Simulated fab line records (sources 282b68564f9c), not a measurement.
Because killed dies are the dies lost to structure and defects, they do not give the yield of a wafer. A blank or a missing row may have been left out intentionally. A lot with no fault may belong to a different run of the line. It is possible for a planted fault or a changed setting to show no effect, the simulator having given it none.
fab line records -- flow rit-cmos
record: lots: 6, wafers: 18, last-day: 8
route steps=202 shown FOX2@24 NWELL@28 PWELL@39 WELLDRIVE@50 M1@202
lots with no fault: from the same line, run without faults
start-h: hours from the record's first day to the start of the lot's first wafer shown -- wait-h: hours from the lot's prior step to this one -- " the same as in the row above -- L1.1+2: one row covering several wafers at once -- - either no value or no given start -- * or withheld: withheld -- < > ~ a bound
route shown NAME@n: names a module that has steps shown in the file, with the first one's number in the route -- usual: mean/standard deviation taken from wafers without a fault -- same: alike in all rows -- chamber/n: place in a boat -- sites: each site's reading -- _std_site: standard deviation of those values -- _edge_site: the outer-site mean with the inner-site mean subtracted -- radius-mm: for every site, how far away it sits from the centre of the wafer -- mask NAME#n: copy n -- behind: tool/chamber where the wafer was last shaped -- hold: cause of the lot's hold/its duration in hours/its outcome -- device: transistor that didn't switch, given as n, p or np -- end of line: tests run on the same wafers once the route is complete -- for a step that has no rows: nothing shown but its recipe -- killed: dies lost to structure and defects at the first sort, not the wafer's yield -- map: the dies of a wafer, with x for killed, . for not killed, _ for no die there
set.NAME: the setting that was run; set.NAME@STEP: the one run at that earlier step -- model.NAME: the simulator's own value behind a step, which no gauge read
lots at some steps of the route; a table a step, a row a wafer
services: from which hour (start-h, from the record's first day; less than 0 if before it) a tool's chamber was out of use, for how many hours, and why
== steps ==
step: RIT_FOX2_THK_MEAS_01
recipe: reads: SiO2_of_FOX2_OXIDATION_00
usual: FOX2_OXIDE_THK: 351/6.7
lot.wafer,tool,chamber,start-h,wait-h,FOX2_OXIDE_THK[nm]
L380.1,film-metro-01,-,54.46,0.0,348
L380.2,film-metro-01,-,54.46,0.0,344
L380.6,film-metro-01,-,54.46,0.0,343
L383.2,film-metro-03,-,69.07,0.0,344
L383.5,film-metro-03,-,69.07,0.0,347
L383.6,film-metro-03,-,69.07,0.0,344
L384.1,film-metro-03,-,71.49,0.0,346
L384.2,film-metro-03,-,71.49,0.0,349
L384.5,film-metro-03,-,71.49,0.0,347
L392.1,film-metro-01,-,114.96,0.0,356
L392.4,film-metro-01,-,114.96,0.0,354
L392.5,film-metro-01,-,114.96,0.0,354
L396.1,film-metro-04,-,136.94,0.0,355
L396.4,film-metro-04,-,136.94,0.0,363
L396.5,film-metro-04,-,136.94,0.0,354
L397.1,film-metro-04,-,145.38,0.0,357
L397.4,film-metro-04,-,145.38,0.0,357
L397.6,film-metro-04,-,145.38,0.0,354
step: RIT_FOX2_CLEAN_02
recipe: chemistry: dHF, dilution: 50:1, time-s: 180
step: RIT_FOX2_WET_ETCH_03
recipe: chemistry: H3PO4, target: Si3N4, target-depth-nm: 195, temp-c: 165, time-s: 2700
step: RIT_FOX2_THK_MEAS_90
recipe: reads: SiO2_of_FOX2_OXIDATION_00
usual: FIELD_OXIDE_LEFT_1_THK: 323/6.8
lot.wafer,tool,chamber,start-h,wait-h,FIELD_OXIDE_LEFT_1_THK[nm]
L380.1,film-metro-04,-,55.41,0.0,320
L380.2,film-metro-04,-,55.41,0.0,316
L380.6,film-metro-04,-,55.41,0.0,316
L383.2,film-metro-01,-,69.95,0.0,316
L383.5,film-metro-01,-,69.95,0.0,319
L383.6,film-metro-01,-,69.95,0.0,316
L384.1,film-metro-03,-,72.36,0.0,318
L384.2,film-metro-03,-,72.36,0.0,321
L384.5,film-metro-03,-,72.36,0.0,319
L392.1,film-metro-04,-,115.84,0.0,329
L392.4,film-metro-04,-,115.84,0.0,327
L392.5,film-metro-04,-,115.84,0.0,327
L396.1,film-metro-03,-,137.88,0.0,328
L396.4,film-metro-03,-,137.88,0.0,335
L396.5,film-metro-03,-,137.88,0.0,326
L397.1,film-metro-03,-,146.32,0.0,330
L397.4,film-metro-03,-,146.32,0.0,329
L397.6,film-metro-03,-,146.32,0.0,327
step: RIT_NWELL_HMDS_00
recipe: prime-time-s: 60, prime-temp-c: 140
step: RIT_NWELL_COAT_01
recipe: resist: NOVOLAK, spin-rpm: 2000, resist-thk-nm: 1300
step: RIT_NWELL_SOFTBAKE_02
recipe: resist: NOVOLAK, temp-c: 90, time-s: 60
step: RIT_NWELL_EXPOSE_03
recipe: mask-id: M2, na: 0.57, target-cd-nm: 43900, dose-mj: 250
step: RIT_NWELL_PEB_04
recipe: resist: NOVOLAK, temp-c: withheld, time-s: withheld
step: RIT_NWELL_DEVELOP_05
recipe: resist: NOVOLAK, develop-time-s: 68, dev-temp-c: 23
step: RIT_NWELL_OVL_MEAS_06
usual: NWELL_OVL: -0.4/1.3
lot.wafer,tool,chamber,start-h,wait-h,NWELL_OVL[nm]
L380.1,overlay-02,-,56.47,-,2.7
L380.2,overlay-02,-,56.47,-,1.3
L380.6,overlay-02,-,56.47,-,1.8
L383.2,overlay-02,-,71.01,-,-0.5
L383.5,overlay-02,-,71.01,-,0.1
L383.6,overlay-02,-,71.01,-,0.2
L384.1,overlay-01,-,73.55,-,-1.8
L384.2,overlay-01,-,73.55,-,-1.4
L384.5,overlay-01,-,73.55,-,-0.7
L392.1,overlay-02,-,116.91,-,1.0
L392.4,overlay-02,-,116.91,-,0.0
L392.5,overlay-02,-,116.91,-,0.5
L396.1,overlay-01,-,138.95,-,-1.3
L396.4,overlay-01,-,138.95,-,-1.4
L396.5,overlay-01,-,138.95,-,-1.8
L397.1,overlay-01,-,147.39,-,0.0
L397.4,overlay-01,-,147.39,-,-2.0
L397.6,overlay-01,-,147.39,-,-0.4
step: RIT_NWELL_HARDBAKE_07
recipe: resist: NOVOLAK, temp-c: 140, time-s: 120
step: RIT_NWELL_IMPLANT_08
recipe: species: P, energy-kev: 170, dose-cm2: 5e+13, tilt-deg: 7
usual: beam-energy-keV: 170.00/0.048, dose-ions-cm2: 5.001e+13/5.6e+10
lot.wafer,tool,chamber,start-h,wait-h,beam-energy-keV,dose-ions-cm2
L380.1,implanter-01,0,56.76,0.2,170.00,5e+13
L380.2,implanter-01,0,56.76,0.2,170.02,4.999e+13
L380.6,implanter-01,0,56.76,0.2,169.98,5.003e+13
L383.2,implanter-02,0,71.32,0.2,170.01,4.792e+13
L383.5,implanter-02,0,71.32,0.2,169.94,4.8e+13
L383.6,implanter-02,0,71.32,0.2,170.03,4.784e+13
L384.1,implanter-02,0,73.83,0.2,170.04,4.802e+13
L384.2,implanter-02,0,73.83,0.2,170.04,4.802e+13
L384.5,implanter-02,0,73.83,0.2,169.98,4.81e+13
L392.1,implanter-03,0,117.19,0.2,170.00,5.002e+13
L392.4,implanter-03,0,117.19,0.2,170.00,5.002e+13
L392.5,implanter-03,0,117.19,0.2,169.87,5.002e+13
L396.1,implanter-02,0,139.24,0.2,170.01,5.012e+13
L396.4,implanter-02,0,139.24,0.2,170.02,5.007e+13
L396.5,implanter-02,0,139.24,0.2,170.04,5.011e+13
L397.1,implanter-01,0,147.67,0.2,170.07,4.992e+13
L397.4,implanter-01,0,147.67,0.2,170.01,4.995e+13
L397.6,implanter-01,0,147.67,0.2,169.97,5.001e+13
step: RIT_NWELL_STRIP_09
recipe: chemistry: O2, time-s: 180, resist: NOVOLAK, platen-temp-c: withheld, power-w: 500, pressure-mtorr: 4000, o2-flow-sccm: 4000
usual: drypump-motor-current-A: 5.9/0.48
lot.wafer,tool,chamber,start-h,wait-h,drypump-motor-current-A,rf-hours-counter-h
L380.1,plasma-asher-04,1,56.91,0.1,5.9,42
L380.2,plasma-asher-04,0,56.91,0.1,5.8,42
L380.6,plasma-asher-04,0,56.91,0.1,5.8,-
L383.2,plasma-asher-03,1,71.44,0.1,5.9,30
L383.5,plasma-asher-03,1,71.44,0.1,5.9,-
L383.6,plasma-asher-03,0,71.44,0.1,6.4,-
L384.1,plasma-asher-03,0,73.98,0.1,6.4,30
L384.2,plasma-asher-03,1,73.98,0.1,5.9,30
L384.5,plasma-asher-03,0,73.98,0.1,6.4,-
L392.1,plasma-asher-03,1,117.34,0.1,6.0,36
L392.4,plasma-asher-03,0,117.34,0.1,6.4,-
L392.5,plasma-asher-03,1,117.34,0.1,5.9,-
L396.1,plasma-asher-04,1,139.39,0.1,5.9,2
L396.4,plasma-asher-04,0,139.39,0.1,5.8,-
L396.5,plasma-asher-04,0,139.39,0.1,5.8,-
L397.1,plasma-asher-01,1,147.82,0.1,6.0,47
L397.4,plasma-asher-01,1,147.82,0.1,6.0,-
L397.6,plasma-asher-01,0,147.82,0.1,4.7,-
step: RIT_NWELL_TW_MEAS_10
usual: NWELL_TW: 2149/30
lot.wafer,tool,chamber,start-h,wait-h,NWELL_TW
L380.1,film-metro-03,-,57.08,0.1,2174
L380.2,film-metro-03,-,57.08,0.1,2169
L380.6,film-metro-03,-,57.08,0.1,2167
L383.2,film-metro-03,-,71.63,0.1,2139
L383.5,film-metro-03,-,71.63,0.1,2135
L383.6,film-metro-03,-,71.63,0.1,2128
L384.1,film-metro-01,-,74.16,0.1,2070
L384.2,film-metro-01,-,74.16,0.1,2084
L384.5,film-metro-01,-,74.16,0.1,2067
L392.1,film-metro-03,-,117.52,0.1,2169
L392.4,film-metro-03,-,117.52,0.1,2175
L392.5,film-metro-03,-,117.52,0.1,2167
L396.1,film-metro-03,-,139.56,0.1,2183
L396.4,film-metro-03,-,139.56,0.1,2170
L396.5,film-metro-03,-,139.56,0.1,2182
L397.1,film-metro-01,-,148.00,0.1,2096
L397.4,film-metro-01,-,148.00,0.1,2095
L397.6,film-metro-01,-,148.00,0.1,2108
step: RIT_PWELL_HMDS_00
recipe: prime-time-s: 60, prime-temp-c: 140
step: RIT_PWELL_COAT_01
recipe: resist: NOVOLAK, spin-rpm: 2000, resist-thk-nm: 1300
step: RIT_PWELL_SOFTBAKE_02
recipe: resist: NOVOLAK, temp-c: 90, time-s: 60
step: RIT_PWELL_EXPOSE_03
recipe: mask-id: M3, na: 0.57, target-cd-nm: 43700, dose-mj: 250
step: RIT_PWELL_PEB_04
recipe: resist: NOVOLAK, temp-c: withheld, time-s: withheld
step: RIT_PWELL_DEVELOP_05
recipe: resist: NOVOLAK, develop-time-s: 68, dev-temp-c: 23
step: RIT_PWELL_OVL_MEAS_06
usual: PWELL_OVL: -0.4/1.4
lot.wafer,tool,chamber,start-h,wait-h,PWELL_OVL[nm]
L380.1,overlay-01,-,58.02,-,-1.0
L380.2,overlay-01,-,58.02,-,-0.1
L380.6,overlay-01,-,58.02,-,2.8
L383.2,overlay-01,-,72.73,-,-0.3
L383.5,overlay-01,-,72.73,-,-0.1
L383.6,overlay-01,-,72.73,-,-1.8
L384.1,overlay-01,-,75.14,-,-1.4
L384.2,overlay-01,-,75.14,-,0.2
L384.5,overlay-01,-,75.14,-,-2.6
L392.1,overlay-02,-,118.46,-,0.7
L392.4,overlay-02,-,118.46,-,1.0
L392.5,overlay-02,-,118.46,-,-1.3
L396.1,overlay-02,-,140.63,-,0.9
L396.4,overlay-02,-,140.63,-,0.3
L396.5,overlay-02,-,140.63,-,1.5
L397.1,overlay-01,-,148.94,-,-3.2
L397.4,overlay-01,-,148.94,-,-3.1
L397.6,overlay-01,-,148.94,-,-0.7
step: RIT_PWELL_HARDBAKE_07
recipe: resist: NOVOLAK, temp-c: 140, time-s: 120
step: RIT_PWELL_IMPLANT_08
recipe: species: B, energy-kev: 170, dose-cm2: 7e+13, tilt-deg: 7
step: RIT_PWELL_STRIP_09
recipe: chemistry: O2, time-s: 180, resist: NOVOLAK, platen-temp-c: withheld, power-w: 500, pressure-mtorr: 4000, o2-flow-sccm: 4000
usual: drypump-motor-current-A: 5.95/0.26
lot.wafer,tool,chamber,start-h,wait-h,drypump-motor-current-A,rf-hours-counter-h
L380.1,plasma-asher-03,1,58.46,0.1,5.96,29
L380.2,plasma-asher-03,0,58.46,0.1,6.39,29
L380.6,plasma-asher-03,0,58.46,0.1,6.41,-
L383.2,plasma-asher-04,0,73.16,0.1,5.78,44
L383.5,plasma-asher-04,0,73.16,0.1,5.80,-
L383.6,plasma-asher-04,1,73.16,0.1,5.91,-
L384.1,plasma-asher-03,0,75.57,0.1,6.39,31
L384.2,plasma-asher-03,1,75.57,0.1,5.91,31
L384.5,plasma-asher-03,1,75.57,0.1,5.94,-
L392.1,plasma-asher-02,1,118.89,0.1,5.60,44
L392.4,plasma-asher-02,0,118.89,0.1,5.83,-
L392.5,plasma-asher-02,1,118.89,0.1,5.61,-
L396.1,plasma-asher-04,1,141.06,0.1,5.90,2
L396.4,plasma-asher-04,0,141.06,0.1,5.78,-
L396.5,plasma-asher-04,0,141.06,0.1,5.79,-
L397.1,plasma-asher-04,0,149.37,0.1,5.80,2
L397.4,plasma-asher-04,1,149.37,0.1,5.87,-
L397.6,plasma-asher-04,1,149.37,0.1,5.90,-
step: RIT_PWELL_TW_MEAS_10
usual: PWELL_TW: 949/12
lot.wafer,tool,chamber,start-h,wait-h,PWELL_TW
L380.1,film-metro-01,-,58.63,0.1,933
L380.2,film-metro-01,-,58.63,0.1,934
L380.6,film-metro-01,-,58.63,0.1,926
L383.2,film-metro-01,-,73.34,0.1,935
L383.5,film-metro-01,-,73.34,0.1,938
L383.6,film-metro-01,-,73.34,0.1,938
L384.1,film-metro-02,-,75.75,0.1,956
L384.2,film-metro-02,-,75.75,0.1,955
L384.5,film-metro-02,-,75.75,0.1,952
L392.1,film-metro-03,-,119.07,0.1,963
L392.4,film-metro-03,-,119.07,0.1,963
L392.5,film-metro-03,-,119.07,0.1,967
L396.1,film-metro-03,-,141.24,0.1,972
L396.4,film-metro-03,-,141.24,0.1,964
L396.5,film-metro-03,-,141.24,0.1,968
L397.1,film-metro-01,-,149.55,0.1,931
L397.4,film-metro-01,-,149.55,0.1,934
L397.6,film-metro-01,-,149.55,0.1,935
step: RIT_WELLDRIVE_ANNEAL_00
recipe: temp-c: 1100, time-s: 14700, ambient: N2
step: RIT_WELLDRIVE_RS_MEAS_01
recipe: thk-meas-gauge: four-point-probe
usual: NWELL_RS: 275.6/0.68
lot.wafer,tool,chamber,start-h,wait-h,NWELL_RS[ohm/sq]
L380.1,film-metro-01,-,63.78,0.0,274.7
L380.2,film-metro-01,-,63.78,0.0,275.7
L380.6,film-metro-01,-,63.78,0.0,275.2
L383.2,film-metro-01,-,78.50,0.0,282.8
L383.5,film-metro-01,-,78.50,0.0,282.8
L383.6,film-metro-01,-,78.50,0.0,283.4
L384.1,film-metro-02,-,82.14,0.0,282.4
L384.2,film-metro-02,-,82.14,0.0,282.3
L384.5,film-metro-02,-,82.14,0.0,282.3
L392.1,film-metro-01,-,125.93,0.0,276.3
L392.4,film-metro-01,-,125.93,0.0,275.4
L392.5,film-metro-01,-,125.93,0.0,275.4
L396.1,film-metro-02,-,151.21,0.0,276.4
L396.4,film-metro-02,-,151.21,0.0,276.0
L396.5,film-metro-02,-,151.21,0.0,276.4
L397.1,film-metro-02,-,156.29,0.0,275.5
L397.4,film-metro-02,-,156.29,0.0,276.0
L397.6,film-metro-02,-,156.29,0.0,275.3
step: RIT_WELLDRIVE_RS_MEAS_02
recipe: thk-meas-gauge: four-point-probe
usual: PWELL_RS: 430.1/1.2
lot.wafer,tool,chamber,start-h,wait-h,PWELL_RS[ohm/sq]
L380.1,film-metro-01,-,63.90,0.1,429.1
L380.2,film-metro-01,-,63.90,0.1,428.5
L380.6,film-metro-01,-,63.90,0.1,428.8
L383.2,film-metro-01,-,78.62,0.1,430.1
L383.5,film-metro-01,-,78.62,0.1,428.7
L383.6,film-metro-01,-,78.62,0.1,428.4
L384.1,film-metro-02,-,82.26,0.1,431.0
L384.2,film-metro-02,-,82.26,0.1,431.0
L384.5,film-metro-02,-,82.26,0.1,429.2
L392.1,film-metro-01,-,126.05,0.1,429.5
L392.4,film-metro-01,-,126.05,0.1,429.5
L392.5,film-metro-01,-,126.05,0.1,429.4
L396.1,film-metro-02,-,151.33,0.1,429.8
L396.4,film-metro-02,-,151.33,0.1,429.5
L396.5,film-metro-02,-,151.33,0.1,431.2
L397.1,film-metro-02,-,156.41,0.1,429.5
L397.4,film-metro-02,-,156.41,0.1,429.9
L397.6,film-metro-02,-,156.41,0.1,428.8
step: RIT_M1_PROBE_99
usual: killed-at-front-end: 6.6/2.7, killed-dies: 6.7/2.7, killed-open: 3.4/2, killed-short: 3.2/1.8
same: gross-dies: 264, killed_at_M0_to_M3: 0, killed_at_M4_up: 0, killed-at-back-side: 0, killed-at-contacts: 0, killed-at-other: 0
lot.wafer,tool,chamber,start-h,wait-h,killed-at-front-end,killed-dies,killed-open,killed-short,model.etest.nwell-pinched.rs-ohm-sq,model.etest.well-edge-left.line-ohm-um,model.etest.well-edge-right.line-ohm-um
L380.1,prober-02,-,94.60,0.1,7,7,5,2,336.3,179.2,179.4
L380.2,prober-02,-,94.65,0.1,5,5,4,1,334.6,182.8,184.5
L380.6,prober-02,-,94.85,0.2,6,6,3,3,338.9,181.7,184
L383.2,prober-01,-,109.31,0.1,5,5,3,2,345.2,186,190.8
L383.5,prober-01,-,109.46,0.2,5,5,4,1,343.8,187.6,184.1
L383.6,prober-01,-,109.51,0.2,6,6,3,3,350.7,189.9,190.3
L384.1,prober-02,-,113.21,0.1,9,9,5,3,344.4,187.8,187.5
L384.2,prober-02,-,113.26,0.1,6,6,4,2,347.6,186.4,184
L384.5,prober-02,-,113.41,0.2,11,11,3,7,346.6,188.4,187.2
L392.1,prober-02,-,166.38,0.1,8,8,4,4,332.4,180.8,183.7
L392.4,prober-02,-,166.53,0.2,9,9,5,4,329.2,179.4,180
L392.5,prober-02,-,166.58,0.2,11,11,6,5,336.2,180.2,180.3
L396.1,prober-02,-,189.16,0.1,6,6,5,1,340.4,181.4,180.1
L396.4,prober-02,-,189.31,0.2,5,5,2,3,341.9,182.7,183.7
L396.5,prober-02,-,189.36,0.2,8,8,4,4,339.4,180,183.7
L397.1,prober-01,-,195.09,0.1,6,6,2,4,335.9,181.8,181.5
L397.4,prober-01,-,195.24,0.2,7,7,6,1,338.4,184.5,181.8
L397.6,prober-01,-,195.34,0.2,6,6,4,2,336.4,183.4,181.8
killed by level:class
L380.1 GATE:geometric-particle:open=3 SILICIDE:geometric-particle:open=2 GATE:geometric-particle:short=1 SILICIDE:geometric-particle:short=1
L380.2 SPACER:geometric-particle:open=2 FOX2:geometric-particle:open=1 GATE:geometric-particle:open=1 SPACER:geometric-particle:short=1
L380.6 GATE:geometric-particle:open=2 GATE:geometric-particle:short=2 SPACER:geometric-particle:short=1 SPACER:geometric-particle:open=1
L383.2 FOX1:geometric-particle:short=1 FOX1:geometric-particle:open=1 FOX2:geometric-particle:short=1 FOX2:geometric-particle:open=1 REOX:geometric-particle:open=1
L383.5 GATE:geometric-particle:open=3 FOX1:geometric-particle:short=1 FOX1:geometric-particle:open=1
L383.6 GATE:geometric-particle:open=3 FOX2:geometric-particle:short=1 GATE:geometric-particle:short=1 SPACER:geometric-particle:short=1
L384.1 FOX1:geometric-particle:open=2 GATE:geometric-particle:short=2 GATE:geometric-particle:open=1 REOX:geometric-particle:open=1 SPACER:geometric-particle:open=1 SILICIDE:geometric-particle:short=1 NSD:coat-microbubble-printed=1
L384.2 GATE:geometric-particle:open=3 FOX1:geometric-particle:short=1 SILICIDE:geometric-particle:short=1 SILICIDE:geometric-particle:open=1
L384.5 GATE:geometric-particle:short=4 FOX1:geometric-particle:short=2 GATE:geometric-particle:open=1 REOX:geometric-particle:open=1 SPACER:geometric-particle:open=1 SILICIDE:geometric-particle:short=1 NSD:coat-microbubble-printed=1
L392.1 GATE:geometric-particle:short=3 GATE:geometric-particle:open=2 REOX:geometric-particle:open=1 REOX:geometric-particle:short=1 SILICIDE:geometric-particle:open=1
L392.4 GATE:geometric-particle:open=3 FOX1:geometric-particle:open=2 GATE:geometric-particle:short=2 FOX1:geometric-particle:short=1 REOX:geometric-particle:short=1
L392.5 GATE:geometric-particle:open=6 GATE:geometric-particle:short=2 SPACER:geometric-particle:short=2 REOX:geometric-particle:short=1
L396.1 GATE:geometric-particle:open=2 SPACER:geometric-particle:open=2 FOX1:geometric-particle:open=1 FOX2:geometric-particle:short=1
L396.4 ACTIVE:geometric-particle:short=1 GATE:geometric-particle:open=1 GATE:geometric-particle:short=1 SPACER:geometric-particle:open=1 SILICIDE:geometric-particle:short=1
L396.5 FOX1:geometric-particle:short=1 FOX2:geometric-particle:short=1 GATE:geometric-particle:open=1 GATE:geometric-particle:short=1 REOX:geometric-particle:open=1 SPACER:geometric-particle:short=1 SPACER:geometric-particle:open=1 SILICIDE:geometric-particle:open=1
L397.1 GATE:geometric-particle:open=2 SPACER:geometric-particle:short=2 FOX1:geometric-particle:short=1 GATE:geometric-particle:short=1
L397.4 GATE:geometric-particle:open=5 FOX1:geometric-particle:short=1 FOX1:geometric-particle:open=1
L397.6 FOX1:geometric-particle:open=3 REOX:geometric-particle:short=2 GATE:geometric-particle:open=1
== services ==
tool,chamber,start-h,hours,kind
implanter-01,-,70.07,1.7,repair
plasma-asher-02,-,83.87,14.6,pm
plasma-asher-01,-,103.33,0.4,repair
implanter-03,-,108.03,3.6,pm
plasma-asher-04,-,108.75,9.0,pm
plasma-asher-04,0,108.75,9.0,vent-cycle
plasma-asher-04,1,108.75,9.0,vent-cycle
plasma-asher-04,0,117.75,-,clean
plasma-asher-04,1,117.75,-,clean
plasma-asher-04,-,146.74,1.6,repair
== key ==
first-sign: step: RIT_NWELL_IMPLANT_08, reading: dose-ions-cm2, direction: down, sigmas: 36, usual: 5.001e+13, struck: 4.798e+13
effect: step: RIT_NWELL_TW_MEAS_10, reading: NWELL_TW, direction: down, sigmas: 1.5, usual: 2149, struck: 2104
effect: step: RIT_WELLDRIVE_RS_MEAS_01, reading: NWELL_RS, direction: up, sigmas: 10, usual: 275.6, struck: 282.7
model-effect: step: RIT_M1_PROBE_99, value: etest.nwell-pinched.rs-ohm-sq, without: 337.3, struck: 346.4
met-at RIT_NWELL_IMPLANT_08
struck-wafers L383.2,L383.5,L383.6,L384.1,L384.2,L384.5
tester-left-out L383,L384
fault: kind: process-parameter-drift, tool: implanter-02, chamber: -, onset-h: 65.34, steps: RIT_NWELL_IMPLANT_08, channel: dose-cm2, offset: -2e+12, shape: step, end-h: 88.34, acts-in: these-recipes-only, stated: 5e+13
tester-left-out: of these lots the tester's yield and bins aren't shown, on N5 and GAA mostly nor the transistor test; their killed dies are dies lost to structure and defects alone, not to doping, threshold or leakage, so they don't give the yield
